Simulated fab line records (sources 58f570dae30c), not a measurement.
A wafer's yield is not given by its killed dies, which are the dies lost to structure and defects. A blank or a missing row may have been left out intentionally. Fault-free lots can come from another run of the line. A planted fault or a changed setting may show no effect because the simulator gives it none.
fab line records -- flow berkeleyCmos170
record lots=5, wafers=23
route steps=331 shown V1@264 M2@289 V2@299
startH: the number of hours between the record's first day and the start of the first shown wafer of the lot -- waitH: hours since the lot's step before -- " repeats the value in the row above -- L1.1+2: a row that stands for several wafers -- - either no value or no given start -- * or withheld: withheld -- < > ~ a bound
route shown NAME@n: a module of which the file shows steps, and the number in the route of the first -- usual: the fault-free wafers' mean and standard deviation -- same: alike in all rows -- chamber/n: place in a boat -- sites: per-site readings -- _std_site: standard deviation across them -- _edge_site: inner sites' mean taken away from outer sites' mean -- radiusMm: for every site, how far away it sits from the centre of the wafer -- mask NAME#n: copy n -- behind: the most recent tool/chamber to have shaped the wafer -- hold: what put the lot on hold/how long, in hours/how the hold closed -- device: which transistor (n, p or np) failed to switch -- end of line: tests run on the same wafers once the route is complete -- step lacking rows: just its recipe -- killed: the dies lost at the first sort to structure and to defects; this is not the yield of the wafer -- map: a wafer's dies, x killed, . not, _ none there
set.NAME: the setting as run; set.NAME@STEP: as run at that earlier step -- model.NAME: the simulator's own value behind a step, which no gauge read
lots whose settings were changed on purpose; a table a step, a row a wafer
## steps
# step UCB170_V1_PEB_10
# recipe pebTempC=130, pebTimeS=withheld, resist=KrF
lot.wafer,tool,chamber,startH,waitH,set.pebTempC
L074.1+4,lithoTrack-02,0,182.22,0.1,130
L074.2+5+6,lithoTrack-02,0,182.22,0.1,126.4
L076.1+4+6,lithoTrack-02,0,182.71,0.1,131
L076.2+3,lithoTrack-02,0,182.71,0.1,130
L077.1+3,lithoTrack-04,0,202.27,0.4,129
L077.2+4+6,lithoTrack-04,0,202.27,0.4,130
L079.2+3+4+5+6,lithoTrack-01,0,204.56,0.8,130
L081.1+2+6,lithoTrack-02,0,214.18,0.3,130
# step UCB170_V1_DEVELOP_11
# recipe developer=TMAH, developTimeS=45, resist=KrF, devTempC=21
# step UCB170_V1_CD_MEAS_12
# recipe targetCdNm=700
# usual cdNm=699.6/1.2
lot.wafer,tool,chamber,startH,waitH,set.pebTempC@V1_PEB_10,cdNm
L074.1,cdSem-01,-,182.50,-,130,698.4
L074.2,cdSem-01,-,182.50,-,126.4,671.1
L074.4,cdSem-01,-,182.50,-,130,698.5
L074.5,cdSem-01,-,182.50,-,126.4,670.7
L074.6,cdSem-01,-,182.50,-,126.4,670.5
L076.1,cdSem-02,-,182.98,-,131,708.1
L076.2,cdSem-02,-,182.98,-,130,701.3
L076.3,cdSem-02,-,182.98,-,130,701.1
L076.4,cdSem-02,-,182.98,-,131,706.3
L076.6,cdSem-02,-,182.98,-,131,707.5
L077.1,cdSem-02,-,202.54,-,129,691.5
L077.2,cdSem-02,-,202.54,-,130,699.1
L077.3,cdSem-02,-,202.54,-,129,691.9
L077.4,cdSem-02,-,202.54,-,130,699.7
L077.6,cdSem-02,-,202.54,-,130,699.6
L079.2,cdSem-01,-,204.83,-,130,697.3
L079.3,cdSem-01,-,204.83,-,130,697.5
L079.4,cdSem-01,-,204.83,-,130,698.8
L079.5,cdSem-01,-,204.83,-,130,696.9
L079.6,cdSem-01,-,204.83,-,130,698.0
L081.1,cdSem-02,-,214.45,-,130,700.2
L081.2,cdSem-02,-,214.45,-,130,699.6
L081.6,cdSem-02,-,214.45,-,130,700.0
# step UCB170_V1_ETCH_14
# recipe chemistry=CHF3/CF4/Ar, target=SiO2, stopOn=Al, CHF3_flow_sccm=45, cf4FlowSccm=15, Ar_flow_sccm=150, pressureMtorr=200, rfW=700, targetDepthA=12500, overEtchFrac=0.25, timeS=291
lot.wafer,tool,chamber,startH,waitH,set.leaveAboveRefNm@V1_CMP_02,set.pebTempC@V1_PEB_10,model.V1.featureDepthNm,model.etch.depthNm,model.V1.cdNm
L074.1,rieDiel-03,0,182.66,0.0,1000,130,1001,1001,699.2
L074.2,rieDiel-03,3,182.66,0.0,1000,126.4,1001,1000,671.6
L074.4,rieDiel-03,1,182.66,0.0,969.4,130,969.6,969.6,698.8
L074.5,rieDiel-03,0,182.66,0.0,969.4,126.4,970.3,970.3,671.2
L074.6,rieDiel-03,3,182.66,0.0,1000,126.4,1000,1000,671.3
L076.1,rieDiel-01,0,183.14,0.0,1000,131,1000,1000,707.3
L076.2,rieDiel-01,2,183.14,0.0,965.6,130,965.6,965.4,701.4
L076.3,rieDiel-01,1,183.14,0.0,1000,130,1000,1000,700.7
L076.4,rieDiel-01,0,183.14,0.0,965.6,131,966.4,966.4,706.1
L076.6,rieDiel-01,2,183.14,0.0,965.6,131,964.3,964.1,707.1
L077.1,rieDiel-03,0,202.70,0.0,962.4,129,960.7,960.7,692.1
L077.2,rieDiel-03,1,202.70,0.0,1000,130,1000,1000,699
L077.3,rieDiel-03,2,202.70,0.0,962.4,129,961.6,961.6,693.1
L077.4,rieDiel-03,3,202.70,0.0,962.4,130,963.2,963,700.7
L077.6,rieDiel-03,1,202.70,0.0,1000,130,998.1,998.1,699.7
L079.2,rieDiel-01,1,204.96,0.0,951.6,130,951.8,951.7,696.8
L079.3,rieDiel-01,2,204.96,0.0,1000,130,999,998.8,698
L079.4,rieDiel-01,0,204.96,0.0,1000,130,999.7,999.7,697.9
L079.5,rieDiel-01,1,204.96,0.0,951.6,130,951.7,951.6,696.8
L079.6,rieDiel-01,0,204.96,0.0,1000,130,1000,1000,697.1
L081.1,rieDiel-02,2,214.61,0.0,1000,130,998.8,998.8,700.1
L081.2,rieDiel-02,0,214.61,0.0,1000,130,999.3,999.3,699.7
L081.6,rieDiel-02,1,214.61,0.0,1000,130,999.9,999.9,700.5
# step UCB170_V1_STRIP_15
# recipe chemistry=O2, powerW=400, pressureMtorr=3500, platenTempC=withheld, o2FlowSccm=400, overashFraction=0.5
# step UCB170_V1_CD_MEAS_90
# recipe targetCdNm=700
# usual cdNm=699.5/1.2
lot.wafer,tool,chamber,startH,waitH,set.pebTempC@V1_PEB_10,cdNm
L074.1,cdSem-01,-,182.93,0.1,130,699.5
L074.2,cdSem-01,-,182.93,0.1,126.4,671.7
L074.4,cdSem-01,-,182.93,0.1,130,698.8
L074.5,cdSem-01,-,182.93,0.1,126.4,671.1
L074.6,cdSem-01,-,182.93,0.1,126.4,671.3
L076.1,cdSem-01,-,183.42,0.1,131,707.3
L076.2,cdSem-01,-,183.42,0.1,130,701.3
L076.3,cdSem-01,-,183.42,0.1,130,700.8
L076.4,cdSem-01,-,183.42,0.1,131,705.7
L076.6,cdSem-01,-,183.42,0.1,131,707.0
L077.1,cdSem-02,-,202.98,0.1,129,692.0
L077.2,cdSem-02,-,202.98,0.1,130,699.1
L077.3,cdSem-02,-,202.98,0.1,129,692.9
L077.4,cdSem-02,-,202.98,0.1,130,700.4
L077.6,cdSem-02,-,202.98,0.1,130,699.7
L079.2,cdSem-02,-,205.26,0.1,130,696.8
L079.3,cdSem-02,-,205.26,0.1,130,697.9
L079.4,cdSem-02,-,205.26,0.1,130,697.7
L079.5,cdSem-02,-,205.26,0.1,130,696.8
L079.6,cdSem-02,-,205.26,0.1,130,697.2
L081.1,cdSem-02,-,214.91,0.1,130,700.2
L081.2,cdSem-02,-,214.91,0.1,130,699.8
L081.6,cdSem-02,-,214.91,0.1,130,700.3
# step UCB170_M2_METAL_ETCH_18
# recipe chemistry=Cl2/BCl3, target=Al, stopOn=SiO2, pressureMtorr=12, targetDepthA=11700, overEtchFrac=0.3, timeS=195, icpW=600, biasW=120, Cl2_flow_sccm=90, bcl3FlowSccm=45
lot.wafer,tool,chamber,startH,waitH,set.icpW,model.KrF_of_M2_COAT_10.thkNm
L074.1,rieMetal-04,0,185.53,-,600,198.3
L074.2+6,rieMetal-04,"1,0",185.53,-,600,203
L074.4,rieMetal-04,0,185.53,-,600,204.4
L074.5,rieMetal-04,1,185.53,-,600,196.2
L076.1,rieMetal-01,0,185.96,-,600,195.2
L076.2,rieMetal-01,0,185.96,-,600,198.7
L076.3,rieMetal-01,0,185.96,-,555.2,241.9
L076.4,rieMetal-01,0,185.96,-,600,201.2
L076.6,rieMetal-01,0,185.96,-,555.2,244.9
L077.1,rieMetal-01,0,206.17,-,600,204.2
L077.2,rieMetal-01,1,206.17,-,561.1,258.5
L077.3,rieMetal-01,0,206.17,-,561.1,244.1
L077.4,rieMetal-01,1,206.17,-,600,224.5
L077.6,rieMetal-01,1,206.17,-,561.1,260.7
L079.2,rieMetal-04,1,207.92,-,600,200.6
L079.3,rieMetal-04,0,207.92,-,600,207.3
L079.4,rieMetal-04,1,207.92,-,600,197.9
L079.5,rieMetal-04,1,207.92,-,600,193.7
L079.6,rieMetal-04,0,207.92,-,600,203.9
L081.1,rieMetal-01,1,217.12,-,600,213.9
L081.2,rieMetal-01,0,217.12,-,600,187.3
L081.6,rieMetal-01,0,217.12,-,600,189.3
# step UCB170_M2_STRIP_19
# recipe chemistry=O2, powerW=400, pressureMtorr=3500, platenTempC=withheld, o2FlowSccm=400, overashFraction=0.5
# usual oesProductAu=0.536/0.015
lot.wafer,tool,chamber,startH,waitH,set.icpW@M2_METAL_ETCH_18,oesProductAu
L074.1,plasmaAsher-01,0,185.72,0.1,600,0.532
L074.2,plasmaAsher-01,1,185.72,0.1,600,0.541
L074.4,plasmaAsher-01,0,185.72,0.1,600,0.533
L074.5,plasmaAsher-01,0,185.72,0.1,600,0.518
L074.6,plasmaAsher-01,1,185.72,0.1,600,0.531
L076.1,plasmaAsher-01,1,186.34,0.3,600,0.524
L076.2,plasmaAsher-01,0,186.34,0.3,600,0.542
L076.3,plasmaAsher-01,0,186.34,0.3,555.2,0.565
L076.4,plasmaAsher-01,1,186.34,0.3,600,0.535
L076.6,plasmaAsher-01,0,186.34,0.3,555.2,0.586
L077.1,plasmaAsher-02,0,206.36,0.1,600,0.537
L077.2,plasmaAsher-02,1,206.36,0.1,561.1,0.583
L077.3,plasmaAsher-02,1,206.36,0.1,561.1,0.576
L077.4,plasmaAsher-02,0,206.36,0.1,600,0.555
L077.6,plasmaAsher-02,0,206.36,0.1,561.1,0.596
L079.2,plasmaAsher-04,0,208.11,0.1,600,0.534
L079.3,plasmaAsher-04,0,208.11,0.1,600,0.535
L079.4,plasmaAsher-04,1,208.11,0.1,600,0.531
L079.5,plasmaAsher-04,1,208.11,0.1,600,0.525
L079.6,plasmaAsher-04,0,208.11,0.1,600,0.532
L081.1,plasmaAsher-02,1,217.31,0.1,600,0.547
L081.2,plasmaAsher-02,0,217.31,0.1,600,0.521
L081.6,plasmaAsher-02,0,217.31,0.1,600,0.525
# step UCB170_V2_COAT_07
# recipe resist=KrF, spinRpm=1500, resistThkNm=900
lot.wafer,tool,chamber,startH,waitH,set.resistThkNm,model.KrF_of_V2_COAT_07.thkNm
L074.1,lithoTrack-04,0,187.02,0.1,934.3,927
L074.2,lithoTrack-04,0,187.02,0.1,900,894.6
L074.4,lithoTrack-04,0,187.02,0.1,900,892.4
L074.5,lithoTrack-04,0,187.02,0.1,934.3,927.3
L074.6,lithoTrack-04,0,187.02,0.1,900,893.8
L076.1,lithoTrack-02,0,188.11,0.1,900,897.6
L076.2,lithoTrack-02,0,188.11,0.1,851.2,846.2
L076.3,lithoTrack-02,0,188.11,0.1,851.2,848.8
L076.4,lithoTrack-02,0,188.11,0.1,900,898.3
L076.6,lithoTrack-02,0,188.11,0.1,851.2,847.4
L077.1,lithoTrack-02,0,207.63,0.1,900,901.5
L077.2,lithoTrack-02,0,207.63,0.1,900,898.8
L077.3,lithoTrack-02,0,207.63,0.1,900,902.8
L077.4,lithoTrack-02,0,207.63,0.1,921.8,922.9
L077.6,lithoTrack-02,0,207.63,0.1,921.8,922.1
L079.2,lithoTrack-02,0,209.49,0.1,900,898.8
L079.3,lithoTrack-02,0,209.49,0.1,900,899
L079.4,lithoTrack-02,0,209.49,0.1,900,900.8
L079.5,lithoTrack-02,0,209.49,0.1,900,897
L079.6,lithoTrack-02,0,209.49,0.1,900,899.1
L081.1,lithoTrack-03,0,221.79,0.1,900,898.3
L081.2,lithoTrack-03,0,221.79,0.1,900,901.6
L081.6,lithoTrack-03,0,221.79,0.1,900,901.1
# step UCB170_V2_ETCH_14
# recipe chemistry=CHF3/CF4/Ar, target=SiO2, stopOn=Al, CHF3_flow_sccm=45, cf4FlowSccm=15, Ar_flow_sccm=150, pressureMtorr=200, rfW=700, targetDepthA=12500, overEtchFrac=0.25, timeS=291
lot.wafer,tool,chamber,startH,waitH,set.rfW
L074.1+2+4+5+6,rieDiel-02,"0,3,1,3,2",188.38,0.0,700
L076.1+2+6,rieDiel-01,"2,1,2",189.21,0.0,700
L076.3+4,rieDiel-01,"0,3",189.21,0.0,733.7
L077.1+2+3+4+6,rieDiel-04,"2,1,0,2,1",208.78,0.0,700
L079.2+4,rieDiel-02,"0,1",210.31,0.0,753.3
L079.3+5+6,rieDiel-02,"3,3,2",210.31,0.0,700
L081.1+2+6,rieDiel-01,"1,2,2",222.64,0.0,700
# step UCB170_V2_STRIP_15
# recipe chemistry=O2, powerW=400, pressureMtorr=3500, platenTempC=withheld, o2FlowSccm=400, overashFraction=0.5
# usual stripTimeToEndpointS=15.28/0.086
lot.wafer,tool,chamber,startH,waitH,set.resistThkNm@V2_COAT_07,stripTimeToEndpointS
L074.1,plasmaAsher-01,1,188.56,0.1,934.3,15.91
L074.2,plasmaAsher-01,0,188.56,0.1,900,15.19
L074.4,plasmaAsher-01,0,188.56,0.1,900,15.12
L074.5,plasmaAsher-01,0,188.56,0.1,934.3,15.86
L074.6,plasmaAsher-01,1,188.56,0.1,900,15.22
L076.1,plasmaAsher-03,1,189.38,0.1,900,15.24
L076.2,plasmaAsher-03,0,189.38,0.1,851.2,14.01
L076.3,plasmaAsher-03,0,189.38,0.1,851.2,13.99
L076.4,plasmaAsher-03,1,189.38,0.1,900,15.25
L076.6,plasmaAsher-03,1,189.38,0.1,851.2,14.02
L077.1,plasmaAsher-01,1,208.96,0.1,900,15.25
L077.2,plasmaAsher-01,0,208.96,0.1,900,15.20
L077.3,plasmaAsher-01,1,208.96,0.1,900,15.37
L077.4,plasmaAsher-01,0,208.96,0.1,921.8,15.82
L077.6,plasmaAsher-01,1,208.96,0.1,921.8,15.71
L079.2,plasmaAsher-04,0,210.49,0.1,900,15.04
L079.3,plasmaAsher-04,1,210.49,0.1,900,15.36
L079.4,plasmaAsher-04,0,210.49,0.1,900,15.12
L079.5,plasmaAsher-04,1,210.49,0.1,900,15.30
L079.6,plasmaAsher-04,0,210.49,0.1,900,15.41
L081.1,plasmaAsher-03,0,222.82,0.1,900,15.23
L081.2,plasmaAsher-03,1,222.82,0.1,900,15.30
L081.6,plasmaAsher-03,0,222.82,0.1,900,15.26
## key
split step=UCB170_V1_PEB_10, setting=pebTempC, stated=130, by=wafer
response step=UCB170_V1_CD_MEAS_12, reading=cdNm, change=+9.87, per=1%, r=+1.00
response step=UCB170_V1_ETCH_14, reading=model.V1.cdNm, change=+9.77, per=1%, r=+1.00
response step=UCB170_V1_CD_MEAS_90, reading=cdNm, change=+9.81, per=1%, r=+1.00
split step=UCB170_M2_METAL_ETCH_18, setting=icpW, stated=600, by=wafer
response step=UCB170_M2_METAL_ETCH_18, reading=model.KrF_of_M2_COAT_10.thkNm, change=-6.1, per=1%, r=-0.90
response step=UCB170_M2_STRIP_19, reading=oesProductAu, change=-0.00582, per=1%, r=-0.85
split step=UCB170_V2_COAT_07, setting=resistThkNm, stated=900, by=wafer
response step=UCB170_V2_COAT_07, reading=model.KrF_of_V2_COAT_07.thkNm, change=+9.11, per=1%, r=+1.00
response step=UCB170_V2_STRIP_15, reading=stripTimeToEndpointS, change=*, per=1%, r=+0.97
split step=UCB170_V2_ETCH_14, setting=rfW, stated=700, by=wafer
response none clear
split outsideThisFile step=UCB170_V1_CMP_02 setting=leaveAboveRefNm
# split outsideThisFile: this setting was split too, and the file shows its column; the key of that split is in another file
